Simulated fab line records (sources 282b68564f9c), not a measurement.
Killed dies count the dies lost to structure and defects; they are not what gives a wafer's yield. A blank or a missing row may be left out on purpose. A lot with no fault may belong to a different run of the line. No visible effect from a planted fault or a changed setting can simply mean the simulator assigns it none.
Which tool did it? || flow rit cmos || 15 lots, 45 wafers sampled, at 2 steps of a route of 202

WHAT THE GAUGES READ, wafer by wafer
RIT_ACTIVE_THK_MEAS_02.
{"lot": "L933", "measured": "day 1 17:04", "on": "film metro-03", "ACTIVE_OXIDE_THK (nm)": "48.8 47.7 48.0"}
{"lot": "L934", "measured": "day 1 22:03", "on": "film metro-02", "ACTIVE_OXIDE_THK (nm)": "47.3 46.0 47.4"}
{"lot": "L935", "measured": "day 2 03:03", "on": "film metro-02", "ACTIVE_OXIDE_THK (nm)": "48.9 48.6 49.4"}
{"lot": "L936", "measured": "day 2 08:05", "on": "film metro-02", "ACTIVE_OXIDE_THK (nm)": "49.2 48.5 49.2"}
{"lot": "L937", "measured": "day 2 13:03", "on": "film metro-04", "ACTIVE_OXIDE_THK (nm)": "48.2 48.3 47.8"}
{"lot": "L938", "measured": "day 2 18:03", "on": "film metro-04", "ACTIVE_OXIDE_THK (nm)": "46.6 46.8 47.7"}
{"lot": "L939", "measured": "day 2 23:03", "on": "film metro-02", "ACTIVE_OXIDE_THK (nm)": "46.4 47.2 47.3"}
{"lot": "L940", "measured": "day 3 04:04", "on": "film metro-02", "ACTIVE_OXIDE_THK (nm)": "47.9 48.2 48.3"}
{"lot": "L941", "measured": "day 3 09:24", "on": "film metro-02", "ACTIVE_OXIDE_THK (nm)": "48.7 48.8 48.4"}
{"lot": "L942", "measured": "day 3 14:03", "on": "film metro-04", "ACTIVE_OXIDE_THK (nm)": "47.6 48.2 47.6"}
{"lot": "L943", "measured": "day 3 19:03", "on": "film metro-03", "ACTIVE_OXIDE_THK (nm)": "47.1 47.3 47.1"}
{"lot": "L944", "measured": "day 4 02:35", "on": "film metro-02", "ACTIVE_OXIDE_THK (nm)": "76.1 76.8 74.8"}
{"lot": "L945", "measured": "day 4 08:07", "on": "film metro-02", "ACTIVE_OXIDE_THK (nm)": "78.1 77.5 77.6"}
{"lot": "L947", "measured": "day 4 17:10", "on": "film metro-04", "ACTIVE_OXIDE_THK (nm)": "79.1 78.2 78.9"}
{"lot": "L955", "measured": "day 6 07:04", "on": "film metro-02", "ACTIVE_OXIDE_THK (nm)": "48.9 49.1 48.9"}

TOOL THAT RAN EACH LOT (tool first, then ch and the chambers of the sampled wafers, then the start)
{"lot": "L933", "RIT_ACTIVE_OXIDATION_01": "furnace-03 ch 0, day 1 15:07"}
{"lot": "L934", "RIT_ACTIVE_OXIDATION_01": "furnace-03 ch 0, day 1 20:07"}
{"lot": "L935", "RIT_ACTIVE_OXIDATION_01": "furnace-02 ch 0, day 2 01:07"}
{"lot": "L936", "RIT_ACTIVE_OXIDATION_01": "furnace-03 ch 0, day 2 06:07"}
{"lot": "L937", "RIT_ACTIVE_OXIDATION_01": "furnace-04 ch 0, day 2 11:07"}
{"lot": "L938", "RIT_ACTIVE_OXIDATION_01": "furnace-04 ch 0, day 2 16:07"}
{"lot": "L939", "RIT_ACTIVE_OXIDATION_01": "furnace-04 ch 0, day 2 21:07"}
{"lot": "L940", "RIT_ACTIVE_OXIDATION_01": "furnace-03 ch 0, day 3 02:07"}
{"lot": "L941", "RIT_ACTIVE_OXIDATION_01": "furnace-02 ch 0, day 3 07:28"}
{"lot": "L942", "RIT_ACTIVE_OXIDATION_01": "furnace-03 ch 0, day 3 12:07"}
{"lot": "L943", "RIT_ACTIVE_OXIDATION_01": "furnace-04 ch 0, day 3 17:07"}
{"lot": "L944", "RIT_ACTIVE_OXIDATION_01": "furnace-02 ch 0, day 3 22:07 and furnace-04 ch 0, day 4 00:39"}
{"lot": "L945", "RIT_ACTIVE_OXIDATION_01": "furnace-04 ch 0, day 4 03:07"}
{"lot": "L947", "RIT_ACTIVE_OXIDATION_01": "furnace-02 ch 0, day 4 13:07"}
{"lot": "L955", "RIT_ACTIVE_OXIDATION_01": "furnace-04 ch 0, day 6 05:07"}
- RIT_ACTIVE_OXIDATION_01: target thk 46.8 nm, ox time 3360 s.

AS READ BY THE TOOLS THEMSELVES (means over the sampled wafers that have a number; for cases with no such wafer, the mark the record gives instead)
RIT_ACTIVE_OXIDATION_01.
{"lot": "L933", "tool": "furnace-03", "tube_center_temp_C_max": 1005.8}
{"lot": "L934", "tool": "furnace-03", "tube_center_temp_C_max": 1005.8}
{"lot": "L935", "tool": "furnace-02", "tube_center_temp_C_max": 1005.7}
{"lot": "L936", "tool": "furnace-03", "tube_center_temp_C_max": 1005.7}
{"lot": "L937", "tool": "furnace-04", "tube_center_temp_C_max": 1005.7}
{"lot": "L938", "tool": "furnace-04", "tube_center_temp_C_max": 1005.9}
{"lot": "L939", "tool": "furnace-04", "tube_center_temp_C_max": 1005.4}
{"lot": "L940", "tool": "furnace-03", "tube_center_temp_C_max": 1005.3}
{"lot": "L941", "tool": "furnace-02", "tube_center_temp_C_max": 1005.8}
{"lot": "L942", "tool": "furnace-03", "tube_center_temp_C_max": 1005.8}
{"lot": "L943", "tool": "furnace-04", "tube_center_temp_C_max": 1005.2}
{"lot": "L944", "tool": "furnace-02/furnace-04", "tube_center_temp_C_max": 1005.5}
{"lot": "L945", "tool": "furnace-04", "tube_center_temp_C_max": 1005.4}
{"lot": "L947", "tool": "furnace-02", "tube_center_temp_C_max": 1005.6}
{"lot": "L955", "tool": "furnace-04", "tube_center_temp_C_max": 1005.8}

THE ANSWER, worked out from the rows above alone
Rule: usual is defined by the lots themselves. The widest of any qualifying gaps counts: lots, ordered by their means at a reading, are off when they make up no more than a third of the lots, leave a main group of 4 or more, and stand apart from it by 3 or more times the standard deviation of that group's means. If all means in a main group match to the digits the tables above print for the reading, that group is not used. A lot without any number at a reading at which 4 lots or more have one is off too. The other lots that the step has rows for count as sound. The gauges are gone through in route order, then the tools' own readings, and for those a lot's mean is taken as printed above. The first step at which some lot is off is used, and at that step the reading that is off furthest; a lot without a number counts as furthest.
Off: at RIT_ACTIVE_THK_MEAS_02 (ACTIVE_OXIDE_THK), L944, L945, L947. The main group has a mean of 48.0 nm with a standard deviation of 0.77.
A tool fits if, at a process step before that reading, it ran every lot that is off, and no sound lot after the first of them. Gauges at RIT_ACTIVE_THK_MEAS_02: tried the same way as those tools. Of those tried, none fits.

WHAT HAD BEEN PUT IN BY THE SIMULATOR
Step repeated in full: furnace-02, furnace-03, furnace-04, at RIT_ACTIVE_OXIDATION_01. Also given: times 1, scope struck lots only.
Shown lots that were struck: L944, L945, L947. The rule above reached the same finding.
